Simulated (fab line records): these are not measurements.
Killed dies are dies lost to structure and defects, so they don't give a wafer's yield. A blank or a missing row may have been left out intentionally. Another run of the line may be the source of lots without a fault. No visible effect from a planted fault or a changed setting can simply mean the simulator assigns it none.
One fault seen from 2 desks | flow ritCmos | every desk sees just its own numbers, and what lay behind them comes last

## AT THE METROLOGY DESK
What the gauges read, lot by lot, whatever tool the lot ran on: means of the sampled wafers that have a number. If a lot's mean is further than 4 standard deviations from the usual mean, the lot is out of limits and carries the mark OUT (the distance appears in the brackets).
Columns: A = cdNm at RIT_ACTIVE_CD_MEAS_11, usual 1400.2 nm; B = FOX2_OXIDE_THK at RIT_FOX2_THK_MEAS_01, usual 350 nm; C = FIELD_OXIDE_LEFT_1_THK at RIT_FOX2_THK_MEAS_90, usual 323 nm; D = SPACER_NITRIDE_THK at RIT_SPACER_THK_MEAS_04, usual 249.2 nm
lot  | first seen here | A                | B   | C   | D
L387 | day 1 15:09     | 1400.4           | 354 | 326 | 247.0
L388 | day 1 19:40     | 1398.5           | 346 | 319 | 250.0
L389 | day 2 02:26     | 1401.3           | 344 | 316 | 250.3
L391 | day 2 10:32     | 1401.1           | 341 | 314 | 248.2
L392 | day 2 15:38     | 1400.2           | 346 | 319 | 249.5
L394 | day 3 01:26     | 1402.8           | 357 | 330 | 250.8
L395 | day 3 09:39     | 1399.7           | 347 | 319 | 248.4
L396 | day 3 15:16     | 1397.1           | 350 | 323 | 250.3
L397 | day 3 16:49     | 1400.2           | 349 | 322 | 250.4
L398 | day 3 21:59     | 1397.8           | 346 | 319 | 248.8
L400 | day 4 09:32     | 1399.5           | 351 | 323 | 246.8
L402 | day 4 17:53     | 1401.0           | 352 | 325 | 251.7
L407 | day 5 19:25     | 1379.8 (-10) OUT | 354 | 327 | 255.5
Finding of this desk: L407 out of limits; the first was L407 at day 5 19:25, on cdNm at RIT_ACTIVE_CD_MEAS_11. Within limits: L387, L388, L389, L391, L392, L394, L395, L396, L397, L398, L400, L402.

## FOR THE TOOL OWNER'S DESK: ilineStepper-01
The tool's own readings at RIT_ACTIVE_EXPOSE_08 (exposes mask M1, target cd 1400 nm): means of the sampled wafers that have a number, for each lot that ran on this tool. If a lot's mean is further than 4 standard deviations from the usual mean, the lot is out of limits and carries the mark OUT (the distance appears in the brackets).
Columns: A = exposureDoseMJCm2 at RIT_ACTIVE_EXPOSE_08, usual 224.90
lot  | first seen here | A
L387 | day 1 14:45     | 225.30
L388 | day 1 19:16     | 224.88
L395 | day 3 09:15     | 225.05
L396 | day 3 14:52     | 224.99
L402 | day 4 17:29     | 225.00
L407 | day 5 19:01     | 221.68 (-15) OUT
Finding of this desk: L407 out of limits; the first was L407 at day 5 19:01, on exposureDoseMJCm2 at RIT_ACTIVE_EXPOSE_08. Within limits: L387, L388, L395, L396, L402.

## ALL TOGETHER
An alarm could have come from the tool owner's desk at day 5 19:01, on L407.
The metrology desk could have raised an alarm at day 5 19:25, on L407.
RIT_ACTIVE_EXPOSE_08 was run on ilineStepper-01 by each of the lots named.

## WHAT THE SIMULATOR HAD PUT IN
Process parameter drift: ilineStepper-01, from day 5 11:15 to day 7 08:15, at RIT_ACTIVE_EXPOSE_08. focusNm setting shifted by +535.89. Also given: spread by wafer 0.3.
Struck lots among those shown: L407.
Time in hours from fault onset to the first out-of-limits reading at each desk: tool owner's desk 8, metrology desk 8.
